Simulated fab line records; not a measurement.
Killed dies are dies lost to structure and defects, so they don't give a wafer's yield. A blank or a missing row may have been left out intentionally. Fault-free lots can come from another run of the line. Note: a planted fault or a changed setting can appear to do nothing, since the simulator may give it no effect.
What tool caused it? ; flow rit cmos ; 18 wafers sampled from 6 lots at 1 step of a route of 202

== WHAT THE GAUGES SHOWED, per wafer ==
RIT_FOX2_THK_MEAS_90.
lot;measured;on;FIELD_OXIDE_LEFT_1_THK (nm)
L424;day 2 06:44;film metro-02;316 322 317
L427;day 2 20:44;film metro-02;327 327 323
L437;day 5 02:20;film metro-04;329 335 335
L439;day 5 14:31;film metro-02;323 326 321
L441;day 5 20:21;film metro-02;324 326 328
L444;day 6 07:30;film metro-03;319 319 320

== EACH LOT AND THE TOOL THAT RAN IT (in order: tool; ch and the chambers of the sampled wafers; start) ==
No process step before these readings appears in the record.

== THE ANSWER, worked out from the rows above alone ==
Rule: the lots themselves supply what counts as usual. The widest of any qualifying gaps counts: lots, ordered by their means at a reading, are off when they make up no more than a third of the lots, leave a main group of 4 or more, and stand apart from it by 3 or more times the standard deviation of that group's means. The tables above print the reading to a certain number of digits; a main group whose means all agree to those digits is not used. A lot without any number at a reading at which 4 lots or more have one is off too. All remaining lots with rows at the step are treated as sound.
None of the lots is off at any reading shown; this tells nothing.

== WHAT THE SIMULATOR PUT IN ==
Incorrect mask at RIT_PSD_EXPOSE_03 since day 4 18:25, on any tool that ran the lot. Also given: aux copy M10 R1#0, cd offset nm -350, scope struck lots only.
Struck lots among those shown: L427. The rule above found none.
